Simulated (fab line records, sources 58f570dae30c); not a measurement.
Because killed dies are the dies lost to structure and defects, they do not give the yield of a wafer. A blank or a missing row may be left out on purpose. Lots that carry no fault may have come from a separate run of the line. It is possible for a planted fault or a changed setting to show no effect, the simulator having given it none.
fab line records	flow berkeley-cmos170
record lots=14	wafers=42	last-day=12
route steps=331 shown FIELD@95 M1@248 M2@287 V2@292
lots that met no fault: taken from a fault-free run of the same line
start-h: the number of hours between the record's first day and the start of the first shown wafer of the lot	wait-h: hours since the lot's step before	" unchanged from the row above	L1.1+2: a single row standing in for several wafers	- no value present, or no start provided	* or withheld: withheld	< > ~ a bound
route shown NAME@n: names a module that has steps shown in the file, with the first one's number in the route	usual: average and standard deviation across the fault-free wafers	same: alike in all rows	chamber/n: place in a boat	sites: each site's reading	_std_site: the values' standard deviation	_edge_site: outer sites' mean less inner sites'	radius-mm: how far each site lies from the wafer's centre	mask NAME#n: copy n	behind: the most recent tool/chamber to have shaped the wafer	hold: why the lot was held/for how many hours/how that ended	device: the transistor (n, p or np) that didn't switch	end of line: the tests these same wafers got at the end of their route	where a step has no rows: the recipe by itself	killed: the dies lost at the first sort to structure and to defects; this is not the yield of the wafer	map: shows each die of a wafer: x if killed, . if not, _ if none is there
set.NAME: setting as actually run; set.NAME@STEP: the setting as run at that earlier step	model.NAME: the simulator's own value behind a step, which no gauge read
a sample of lots followed through the steps of the route, with each step as a table and each wafer as a row
services: when a tool's chamber went out of use (start-h, in hours from the record's first day, below 0 if earlier), for how many hours, and the reason
## steps
# step UCB170_FIELD_WET_ETCH_06
# recipe chemistry=BOE	dilution=5:1	target=SiO2	temp-c=25	time-s=22.83
# usual bath-heat-duty-pct=6.1/0.63	run-length-s=53.0/0.76
lot.wafer	tool	chamber	start-h	wait-h	bath-heat-duty-pct	run-length-s
L774.1	wet-bench-01	3	103.00	0.0	6.9	56.6
L774.5	"	3	"	"	5.6	56.6
L774.6	"	3	"	"	6.3	56.6
L775.2	wet-bench-04	1	114.63	0.2	6.6	52.8
L775.4	"	1	"	"	6.0	52.8
L775.5	"	1	"	"	6.9	52.8
L776.1	wet-bench-04	1	114.63	0.2	6.0	52.8
L776.2	"	1	"	"	6.9	52.8
L776.6	"	1	"	"	5.9	52.8
L778.1	wet-bench-04	0	114.63	0.0	6.3	52.8
L778.3	"	0	"	"	5.5	52.8
L778.6	"	0	"	"	6.0	52.8
L779.2	wet-bench-04	1	124.40	0.2	6.0	52.8
L779.3	"	1	"	"	7.0	52.8
L779.4	"	1	"	"	6.1	52.8
L781.1	wet-bench-04	2	137.63	0.0	5.7	52.8
L781.2	"	2	"	"	6.0	52.8
L781.6	"	2	"	"	5.7	52.8
L782.2	wet-bench-04	0	137.63	0.0	5.8	52.8
L782.4	"	0	"	"	6.2	52.8
L782.5	"	0	"	"	5.3	52.8
L788.2	wet-bench-01	2	166.19	0.0	-	-
L788.5	"	2	"	"	-	-
L788.6	"	2	"	"	-	-
L789.1	wet-bench-01	1	166.19	0.0	-	-
L789.2	"	1	"	"	-	-
L789.3	"	1	"	"	-	-
L790.2	wet-bench-01	3	176.55	0.0	7.2	52.8
L790.3	"	3	"	"	6.8	52.8
L790.6	"	3	"	"	6.6	52.8
L791.2	wet-bench-01	2	176.55	0.0	5.5	52.8
L791.4	"	2	"	"	6.3	52.8
L791.5	"	2	"	"	7.0	52.8
L792.1	wet-bench-04	3	187.23	0.0	5.9	52.8
L792.2	"	3	"	"	5.4	52.8
L792.5	"	3	"	"	5.7	52.8
L795.1	wet-bench-04	3	202.44	0.0	5.6	52.8
L795.5	"	3	"	"	5.5	52.8
L795.6	"	3	"	"	5.5	52.8
L797.1	wet-bench-04	3	214.85	0.0	5.6	52.8
L797.2	"	3	"	"	5.6	52.8
L797.4	"	3	"	"	5.9	52.8
# step UCB170_FIELD_THK_MEAS_90
# recipe reads=SiO2_of_FIELD_OXIDATION_01
# usual FIELD_OXIDE_LEFT_1_THK=444/13
lot.wafer	tool	chamber	start-h	wait-h	FIELD_OXIDE_LEFT_1_THK[nm]
L774.1	film-metro-01	-	103.03	0.0	458
L774.5	"	-	"	"	448
L774.6	"	-	"	"	457
L776.1	film-metro-02	-	114.64	0.0	431
L776.2	"	-	"	"	436
L776.6	"	-	"	"	440
L775.2	film-metro-04	-	114.65	0.0	440
L775.4	"	-	"	"	431
L775.5	"	-	"	"	430
L778.1	film-metro-02	-	114.70	0.1	446
L778.3	"	-	"	"	448
L778.6	"	-	"	"	450
L779.2	film-metro-02	-	124.43	0.0	443
L779.3	"	-	"	"	437
L779.4	"	-	"	"	447
L781.1	film-metro-02	-	137.65	0.0	443
L781.2	"	-	"	"	451
L781.6	"	-	"	"	446
L782.2	film-metro-01	-	137.66	0.0	435
L782.4	"	-	"	"	430
L782.5	"	-	"	"	437
L789.1	film-metro-04	-	166.20	0.0	496
L789.2	"	-	"	"	504
L789.3	"	-	"	"	496
L788.2	film-metro-01	-	166.21	0.0	493
L788.5	"	-	"	"	497
L788.6	"	-	"	"	492
L790.2	film-metro-02	-	176.57	0.0	443
L790.3	"	-	"	"	435
L790.6	"	-	"	"	445
L791.2	film-metro-04	-	176.57	0.0	434
L791.4	"	-	"	"	431
L791.5	"	-	"	"	437
L792.1	film-metro-01	-	187.24	0.0	445
L792.2	"	-	"	"	443
L792.5	"	-	"	"	445
L795.1	film-metro-04	-	202.46	0.0	451
L795.5	"	-	"	"	461
L795.6	"	-	"	"	452
L797.1	film-metro-04	-	214.87	0.0	451
L797.2	"	-	"	"	448
L797.4	"	-	"	"	456
# step UCB170_FIELD_THK_MEAS_91
# recipe reads=SiO2_of_FIELD_OXIDATION_01
# usual FIELD_OXIDE_LEFT_2_THK=355/13
lot.wafer	tool	chamber	start-h	wait-h	FIELD_OXIDE_LEFT_2_THK[nm]
L774.1	film-metro-01	-	116.92	0.0	370
L774.5	"	-	"	"	359
L774.6	"	-	"	"	368
L775.2	film-metro-01	-	131.00	0.0	353
L775.4	"	-	"	"	344
L775.5	"	-	"	"	342
L778.1	film-metro-02	-	131.25	0.0	358
L778.3	"	-	"	"	359
L778.6	"	-	"	"	361
L776.1	film-metro-04	-	132.06	0.0	342
L776.2	"	-	"	"	347
L776.6	"	-	"	"	351
L779.2	film-metro-02	-	140.03	0.0	355
L779.3	"	-	"	"	349
L779.4	"	-	"	"	359
L781.1	film-metro-02	-	156.02	0.0	354
L781.2	"	-	"	"	362
L781.6	"	-	"	"	358
L782.2	film-metro-01	-	156.31	0.0	347
L782.4	"	-	"	"	342
L782.5	"	-	"	"	349
L788.2	film-metro-01	-	181.73	0.0	406
L788.5	"	-	"	"	409
L788.6	"	-	"	"	403
L789.1	film-metro-02	-	181.80	0.0	408
L789.2	"	-	"	"	416
L789.3	"	-	"	"	408
L790.2	film-metro-02	-	191.43	0.0	354
L790.3	"	-	"	"	347
L790.6	"	-	"	"	356
L791.2	film-metro-01	-	191.56	0.0	345
L791.4	"	-	"	"	341
L791.5	"	-	"	"	348
L792.1	film-metro-01	-	206.78	0.0	355
L792.2	"	-	"	"	354
L792.5	"	-	"	"	355
L795.1	film-metro-04	-	220.73	0.0	363
L795.5	"	-	"	"	373
L795.6	"	-	"	"	363
L797.1	film-metro-02	-	230.28	0.0	364
L797.2	"	-	"	"	360
L797.4	"	-	"	"	369
# step UCB170_M1_OVL_MEAS_10
# usual M1_OVL=0/6
lot.wafer	tool	chamber	start-h	wait-h	M1_OVL[nm]
L774.1	overlay-01	-	157.73	0.1	-4
L774.5	"	-	"	"	-10
L774.6	"	-	"	"	-15
L775.2	overlay-01	-	163.70	0.1	15
L775.4	"	-	"	"	15
L775.5	"	-	"	"	5
L778.1	overlay-02	-	164.89	0.1	0
L778.3	"	-	"	"	-2
L778.6	"	-	"	"	2
L776.1	overlay-01	-	166.64	0.1	3
L776.2	"	-	"	"	8
L776.6	"	-	"	"	-3
L779.2	overlay-01	-	174.22	0.1	1
L779.3	"	-	"	"	5
L779.4	"	-	"	"	2
L781.1	overlay-01	-	188.96	0.1	6
L781.2	"	-	"	"	1
L781.6	"	-	"	"	-2
L782.2	overlay-01	-	191.42	0.1	3
L782.4	"	-	"	"	-3
L782.5	"	-	"	"	4
L790.2	overlay-01	-	223.84	0.1	2
L790.3	"	-	"	"	5
L790.6	"	-	"	"	0
L791.2	overlay-01	-	225.89	0.1	-11
L791.4	"	-	"	"	-10
L791.5	"	-	"	"	-7
L792.1	overlay-02	-	240.61	0.1	-4
L792.2	"	-	"	"	2
L792.5	"	-	"	"	-2
L795.1	overlay-02	-	257.95	0.1	1
L795.5	"	-	"	"	-3
L795.6	"	-	"	"	2
L797.1	overlay-01	-	264.27	0.1	-1
L797.2	"	-	"	"	0
L797.4	"	-	"	"	-7
# step UCB170_M2_OVL_MEAS_16
# usual M2_OVL=2/5
lot.wafer	tool	chamber	start-h	wait-h	M2_OVL[nm]
L774.1	overlay-02	-	167.00	0.1	-8
L774.5	"	-	"	"	-1
L774.6	"	-	"	"	-2
L775.2	overlay-02	-	176.51	0.1	3
L775.4	"	-	"	"	8
L775.5	"	-	"	"	-10
L776.1	overlay-01	-	176.88	0.1	4
L776.2	"	-	"	"	2
L776.6	"	-	"	"	4
L778.1	overlay-01	-	177.23	0.1	8
L778.3	"	-	"	"	3
L778.6	"	-	"	"	13
L779.2	overlay-02	-	182.33	0.1	14
L779.3	"	-	"	"	8
L779.4	"	-	"	"	11
L781.1	overlay-02	-	199.73	0.1	-3
L781.2	"	-	"	"	-5
L781.6	"	-	"	"	-4
L782.2	overlay-02	-	200.08	0.1	-6
L782.4	"	-	"	"	-1
L782.5	"	-	"	"	3
L790.2	overlay-01	-	234.25	0.1	4
L790.3	"	-	"	"	0
L790.6	"	-	"	"	-4
L791.2	overlay-02	-	234.61	0.1	9
L791.4	"	-	"	"	12
L791.5	"	-	"	"	4
L792.1	overlay-02	-	248.52	0.1	2
L792.2	"	-	"	"	-2
L792.5	"	-	"	"	-6
L795.1	overlay-02	-	266.36	0.1	9
L795.5	"	-	"	"	7
L795.6	"	-	"	"	6
L797.1	overlay-01	-	274.16	0.1	8
L797.2	"	-	"	"	1
L797.4	"	-	"	"	6
# step UCB170_V2_CVD_00
# recipe material=SiO2	target-thk-nm=2000	temp-c=390	precursor=TEOS/O2	time-s=250	rf-w=550	pressure-mtorr=9000
# usual heater-power-w=250/60
lot.wafer	tool	chamber	start-h	wait-h	heater-power-w	since-wet-clean-h
L774.1	pecvd-04	1	167.48	0.1	284	139
L774.5	"	1	"	"	208	-
L774.6	"	2	"	"	164	-
L775.2	pecvd-02	1	176.99	0.1	196	28
L775.4	"	0	"	"	242	-
L775.5	"	1	"	"	256	-
L776.1	pecvd-01	1	177.39	0.1	190	363
L776.2	"	2	"	"	321	363
L776.6	"	2	"	"	240	-
L778.1	pecvd-02	2	177.75	0.1	293	28
L778.3	"	1	"	"	227	28
L778.6	"	1	"	"	181	-
L779.2	pecvd-01	1	182.81	0.1	186	368
L779.3	"	0	"	"	391	368
L779.4	"	0	"	"	280	-
L781.1	pecvd-04	2	200.21	0.1	190	172
L781.2	"	0	"	"	177	172
L781.6	"	0	"	"	234	-
L782.2	pecvd-01	2	200.57	0.1	342	386
L782.4	"	1	"	"	149	-
L782.5	"	2	"	"	238	-
L790.2	pecvd-02	0	234.73	0.1	248	85
L790.3	"	1	"	"	205	85
L790.6	"	0	"	"	323	-
L791.2	pecvd-01	0	235.09	0.1	393	421
L791.4	"	2	"	"	335	-
L791.5	"	0	"	"	284	-
L792.1	pecvd-04	2	249.01	0.1	202	221
L792.2	"	0	"	"	176	221
L792.5	"	0	"	"	233	-
L795.1	pecvd-02	0	266.84	0.1	285	117
L795.5	"	1	"	"	267	-
L795.6	"	2	"	"	324	-
L797.1	pecvd-01	1	274.65	0.1	196	18
L797.2	"	0	"	"	318	18
L797.4	"	1	"	"	239	-
## services
tool	chamber	start-h	hours	kind
pecvd-02	0	97.84	4.2	repair
pecvd-02	-	135.50	14.0	pm
pecvd-02	0	135.50	14.0	vent-cycle
pecvd-02	1	135.50	14.0	vent-cycle
pecvd-02	2	135.50	14.0	vent-cycle
pecvd-02	0	149.50	-	clean
pecvd-02	1	149.50	-	clean
pecvd-02	2	149.50	-	clean
pecvd-04	-	157.71	8.4	repair
pecvd-01	1	212.11	2.4	repair
pecvd-04	-	221.47	1.1	repair
pecvd-01	-	242.50	14.0	pm
pecvd-01	0	242.50	14.0	vent-cycle
pecvd-01	1	242.50	14.0	vent-cycle
pecvd-01	2	242.50	14.0	vent-cycle
pecvd-01	0	256.50	-	clean
pecvd-01	1	256.50	-	clean
pecvd-01	2	256.50	-	clean
## key
first-sign step=UCB170_FIELD_WET_ETCH_06	reading=tool-record	direction=missing
effect step=UCB170_FIELD_THK_MEAS_90	reading=FIELD_OXIDE_LEFT_1_THK	direction=up	sigmas=3.9	usual=444	struck=496
effect step=UCB170_FIELD_THK_MEAS_91	reading=FIELD_OXIDE_LEFT_2_THK	direction=up	sigmas=3.9	usual=355	struck=408
met-at UCB170_FIELD_WET_ETCH_06
struck-lots L788,L789
later-rows-left-out L788.2,L788.5,L788.6,L789.1,L789.2,L789.3
sort-left-out L788.2,L788.5,L788.6,L789.1,L789.2,L789.3
tester-left-out L788,L789
not-acting-at UCB170_M1_OVL_MEAS_10,UCB170_M2_OVL_MEAS_16,UCB170_V2_CVD_00
onset-between 103.00 166.19
fault kind=skipped-step-whole	tool=wet-bench-01	chamber=-	onset-h=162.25	steps=UCB170_FIELD_WET_ETCH_06	scope=struck-lots-only
# tester-left-out: of these lots the tester's yield and bins aren't shown, on N5 and GAA mostly nor the transistor test; their killed dies are dies lost to structure and defects alone, not to doping, threshold or leakage, so they don't give the yield
# sort-left-out: the simulated sort isn't trusted on such a fault, so these wafers' sort isn't shown, and their yield isn't known
# later-rows-left-out: the simulator's readings of these wafers behind a module that went badly wrong aren't trusted and aren't shown, but for the sort
